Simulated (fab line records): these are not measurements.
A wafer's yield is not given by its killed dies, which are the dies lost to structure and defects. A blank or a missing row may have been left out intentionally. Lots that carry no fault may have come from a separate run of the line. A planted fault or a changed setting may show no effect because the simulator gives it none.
Matching of chambers + flow rit cmos + 4 sister chambers for RIT_GATE_ETCH_19 on rie si-02
The step etches poly-Si in SF6/CHF3/O2, stops on SiO2, time 165 s, target depth 312.5 nm. 4 wafers are shown with their chamber, then 7 later ones without.

== WAFERS, EACH WITH ITS CHAMBER ==
| wafer  | chamber | drypump motor current A (A) |
|--------|---------|-----------------------------|
| L751.2 | 2       | 5.6                         |
| L757.4 | 3       | 5.8                         |
| L765.1 | 1       | 4.8                         |
| L765.2 | 0       | 5.9                         |

== WAFERS WITHOUT THEIR CHAMBER ==
| wafer  | drypump motor current A (A) |
|--------|-----------------------------|
| L765.3 | 5.5                         |
| L767.2 | 5.6                         |
| L767.3 | 5.7                         |
| L767.5 | 5.7                         |
| L769.2 | 5.6                         |
| L769.3 | 5.9                         |
| L769.6 | 5.6                         |

== WHICH CHAMBER EACH ONE RAN IN ==
| wafer  | from the rows above          | in truth |
|--------|------------------------------|----------|
| L765.3 | 2                            | 2        |
| L767.2 | 2                            | 2        |
| L767.3 | can't be placed: 3 or 2 or 0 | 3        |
| L767.5 | can't be placed: 3 or 2 or 0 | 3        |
| L769.2 | 2                            | 2        |
| L769.3 | can't be placed: 0 or 3      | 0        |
| L769.6 | 2                            | 2        |
Correctly placed: 4 of 7. Cannot be placed on the basis of these rows: 3; the candidates contain the true chamber in 3. Placed wrongly: 0.
How it was worked out, from the rows above alone: a wafer's distance from a chamber is the root of the sum, over the readings, of the square of ((its reading less the chamber's mean) divided by the reading's scatter). If the next closest chamber is less than 2 further off than the closest, the wafer can't be placed; otherwise it belongs to the closest. A chamber's mean is the mean of its shown wafers. The scatter (one wafer shown for each chamber): square how far every hidden wafer sits from the nearest shown wafer, average those squares and take the square root.
